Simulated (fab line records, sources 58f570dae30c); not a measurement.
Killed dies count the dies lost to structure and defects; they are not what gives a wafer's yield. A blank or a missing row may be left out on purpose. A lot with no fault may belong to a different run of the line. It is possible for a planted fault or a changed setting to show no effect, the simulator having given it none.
Comparing a struck lot with a sound one | flow berkeleyCmos170 | 16 steps out of a route of 331
Sound: the wafers L804.2, L804.3, L804.6. Struck: wafers L815.1, L815.2, L815.6. Last of all comes the cause.
Order at every step that has rows: each side's tool, ch and its chambers, its first start. Under that, the readings that differ: sound wafers | struck wafers | difference of the means | sigmas: that difference in standard deviations of wafers without a fault.
alike: readings with means less than 2 such deviations apart, plus words and numbers identical on both sides. not compared: withheld readings, readings lacking a value on some wafer, bounds such as >300 that could conceal the same value, and numbers that have no deviation in the record and whose values overlap.
Wherever a step has rows on one side only, a row that says differs or no value, or a row with sigmas, the two part there. Numbers that have no deviation but don't overlap get no sigmas and don't part them. Lack of a reading on every wafer of one side parts them only where that side has two or more wafers.

first, 1 step without rows for these wafers: UCB170_M3_SOFTBAKE_06 (time 60 s).
UCB170_M3_STRIP_07: strips in O2.
  sound on plasmaAsher-02 ch 1, day 10 23:25; struck on plasmaAsher-01 ch 0,1, day 13 10:32
  alike: drypumpMotorCurrentA, oesProductAu, stripTimeToEndpointS
  not compared: rfHoursCounterH
then, 7 steps without rows for these wafers: UCB170_M3_STRIP_08 (strips KrF in DMSO, time 600 s); UCB170_M3_COAT_09; UCB170_M3_COAT_10 (resist thk 900 nm); UCB170_M3_SOFTBAKE_11 (time 60 s); UCB170_M3_EXPOSE_12 (exposes mask METAL3, target cd 700 nm); UCB170_M3_PEB_13; UCB170_M3_DEVELOP_14 (develop time 45 s).
UCB170_M3_CD_MEAS_15: target cd 700 nm.
  sound on cdSem-01, day 11 00:57; struck on cdSem-01, day 13 11:55
  alike: cdNm
UCB170_M3_OVL_MEAS_16:
  sound on overlay-02, day 11 01:03; struck on overlay-02, day 13 12:02
  alike: M3_OVL
UCB170_M3_ETCH_17: etches BARC in N2/H2.
  sound on rieDiel-01 ch 0,1,3, day 11 01:05; struck on rieDiel-02 ch 1,2,3, day 13 12:04
reading              | sound             | struck            | difference | sigmas
throttleValvePct (%) | 13.42 13.04 13.09 | 13.41 13.54 13.62 | +0.34      | +2
  alike: drypumpMotorCurrentA, oesProductAu, rfFwdPowerW
UCB170_M3_METAL_ETCH_18: etches Al in Cl2/BCl3, stops on SiO2, target depth 1170 nm, time 195 s.
  sound on rieMetal-03 ch 0, day 11 01:08; struck on rieMetal-03 ch 0,1, day 13 12:07
reading                            | sound             | struck            | difference                    | sigmas
oesProductAu (a.u.)                | 0.853 0.856 0.854 | 0.970 0.996 0.975 | +0.126                        | +13
rfFwdPowerW (W)                    | 595.4 599.3 597.7 | - - -             | no value on the struck wafers | 
runLengthS (s)                     | 223.0 222.8 222.9 | 201.1 200.5 200.7 | -22.1                         | -40
model.KrF_of_M3_COAT_10.thkNm (nm) | 185.5 197.7 194.3 | 271.8 273.1 268.8 | +78.7                         | 
model.SiO2_of_V2_CVD_00.thkNm (nm) | 936.6 936.2 936.9 | 944.1 943.6 942.5 | +6.8                          | 
  alike: bcl3FlowSccm, drypumpMotorCurrentA, throttleValvePct
  not compared: rfHoursCounterH, model.M3.cdNm
UCB170_M3_STRIP_19: strips in O2.
  sound on plasmaAsher-04 ch 0,1, day 11 01:19; struck on plasmaAsher-04 ch 0,1, day 13 12:18
reading             | sound             | struck            | difference | sigmas
oesProductAu (a.u.) | 0.517 0.541 0.529 | 0.598 0.603 0.602 | +0.072     | +4
  alike: drypumpMotorCurrentA
  not compared: rfHoursCounterH
UCB170_M3_CD_MEAS_90: target cd 700 nm.
  sound on cdSem-01, day 11 01:26; struck on cdSem-02, day 13 12:24
  alike: cdNm
UCB170_M3_PROBE_99:
  sound wafers here have rows in the record (prober-01, day 11 01:42); struck ones have none

## WHERE THEY PART
First at UCB170_M3_ETCH_17; last, within this record, at UCB170_M3_PROBE_99.

WHY: what the simulator had put in
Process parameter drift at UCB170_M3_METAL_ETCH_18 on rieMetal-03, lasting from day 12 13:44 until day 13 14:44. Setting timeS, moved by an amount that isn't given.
